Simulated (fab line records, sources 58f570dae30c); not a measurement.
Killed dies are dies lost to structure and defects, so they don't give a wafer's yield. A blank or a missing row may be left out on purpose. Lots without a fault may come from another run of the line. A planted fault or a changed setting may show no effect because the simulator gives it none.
Split-lot experiment | flow berkeley_cmos170 | 5 lots, 23 wafers read, on a route of 331 steps

THE SPLIT
At UCB170_ACTIVE_PEB_11, the setting peb_temp_c was moved away from the recipe's 130 C on 8 of the 23 wafers read, by -1.1% to +1.8%. The other wafers ran this setting at the recipe's value.

FROM THE SPLIT TO THE READING: what the file shows between them, 4 steps
- UCB170_ACTIVE_DEVELOP_12: develop time 45 s
- UCB170_ACTIVE_CD_MEAS_13: target cd 1200 nm
- UCB170_ACTIVE_ETCH_15: etches Si3N4 in CH3F/Ar/O2, stops on SiO2, target depth 242 nm, time 151 s (also split here: rf_w)
- UCB170_ACTIVE_STRIP_16: strips in O2

THE READING
cd_nm, in nm, at UCB170_ACTIVE_CD_MEAS_90 (target cd 1200 nm). Fault-free wafers of this fab line usually give 1200.3 nm, standard deviation 1.1 nm.

wafer  | tool, chamber at the split | peb_temp_c as run, C | against the recipe | cd_nm, nm | against lot-mates on the recipe
L074.1 | litho_track-04, 0          | 130                  | recipe             | 1201.1    | -
L074.5 | litho_track-04, 0          | 130                  | recipe             | 1202.0    | -
L074.6 | litho_track-04, 0          | 130                  | recipe             | 1202.7    | -
L075.1 | litho_track-02, 0          | 130                  | recipe             | 1199.1    | -
L075.2 | litho_track-02, 0          | 131.1                | +0.8%              | 1193.3    | -6.1
L075.4 | litho_track-02, 0          | 130                  | recipe             | 1200.2    | -
L075.5 | litho_track-02, 0          | 130                  | recipe             | 1199.0    | -
L075.6 | litho_track-02, 0          | 131.1                | +0.8%              | 1193.3    | -6.1
L078.1 | litho_track-02, 0          | 132.3                | +1.8%              | 1188.5    | -12.8
L078.2 | litho_track-02, 0          | 132.3                | +1.8%              | 1187.7    | -13.6
L078.3 | litho_track-02, 0          | 130                  | recipe             | 1202.1    | -
L078.4 | litho_track-02, 0          | 130                  | recipe             | 1200.5    | -
L078.6 | litho_track-02, 0          | 132.3                | +1.8%              | 1187.6    | -13.7
L080.1 | litho_track-04, 0          | 128.6                | -1.1%              | 1210.6    | +11.4
L080.2 | litho_track-04, 0          | 130                  | recipe             | 1199.4    | -
L080.3 | litho_track-04, 0          | 128.6                | -1.1%              | 1209.5    | +10.3
L080.5 | litho_track-04, 0          | 130                  | recipe             | 1199.0    | -
L080.6 | litho_track-04, 0          | 128.6                | -1.1%              | 1210.7    | +11.5
L085.1 | litho_track-04, 0          | 130                  | recipe             | 1200.1    | -
L085.3 | litho_track-04, 0          | 130                  | recipe             | 1199.5    | -
L085.4 | litho_track-04, 0          | 130                  | recipe             | 1199.9    | -
L085.5 | litho_track-04, 0          | 130                  | recipe             | 1200.5    | -
L085.6 | litho_track-04, 0          | 130                  | recipe             | 1200.2    | -

THE FIT
A straight line over all 23 wafers: cd_nm changes by -7.77 nm for each +1% of peb_temp_c; r = -0.98; the points scatter about the line by 1.2 nm.
The same after taking each lot's own level away (the mean of its wafers on the recipe; 23 wafers): -8.33 nm for each +1%; r = -0.99; scatter 0.96 nm.
On that fit, the largest move of peb_temp_c shifts the reading by 15 nm.
The lots' own levels span 1199.20 to 1201.93 nm, that is 2.5 times the standard deviation above.
So the lot-to-lot level changes the slope little: the two slopes agree.
Check: with one of the wafers moved furthest among these (+1.8%) left out of the fit, the line predicts -14.6 nm for it against its lot-mates. It came out at -12.8 nm against them.

OTHER SPLITS ON THESE WAFERS
These wafers also went through other splits before the reading. Each is held against what the fit with the lots' levels taken away leaves over:
other split on the same wafers       | wafers away from the commonest value | r with cd_nm (lot level and that fit taken away)
UCB170_PWELL_CVD_05 temp_c           | 10                                   | -0.32
UCB170_PWELL_IMPLANT_15 energy_kev   | 4                                    | +0.33
UCB170_ACTIVE_OXIDATION_02 ox_time_s | 13                                   | -0.31
UCB170_ACTIVE_ETCH_15 rf_w           | 5                                    | -0.17

THE WHOLE CHAIN: every reading that the file lists as answering this split, in the file's order
step                     | what it does                                                               | reading                                                       | change (the file's fit)              | r (the file's)
UCB170_ACTIVE_CD_MEAS_13 | target cd 1200 nm                                                          | cd_nm                                                         | -8.12 nm for each +1% of the setting | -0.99
UCB170_ACTIVE_ETCH_15    | etches Si3N4 in CH3F/Ar/O2, stops on SiO2, target depth 242 nm, time 151 s | ACTIVE.cd_nm (the simulator's own value, which no gauge read) | -8.11 nm for each +1% of the setting | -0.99
UCB170_ACTIVE_CD_MEAS_90 | target cd 1200 nm                                                          | cd_nm                                                         | -8.16 nm for each +1% of the setting | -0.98

THE FILE'S OWN FIT
cd_nm changes by -8.16 nm for each +1% of peb_temp_c, r = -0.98.
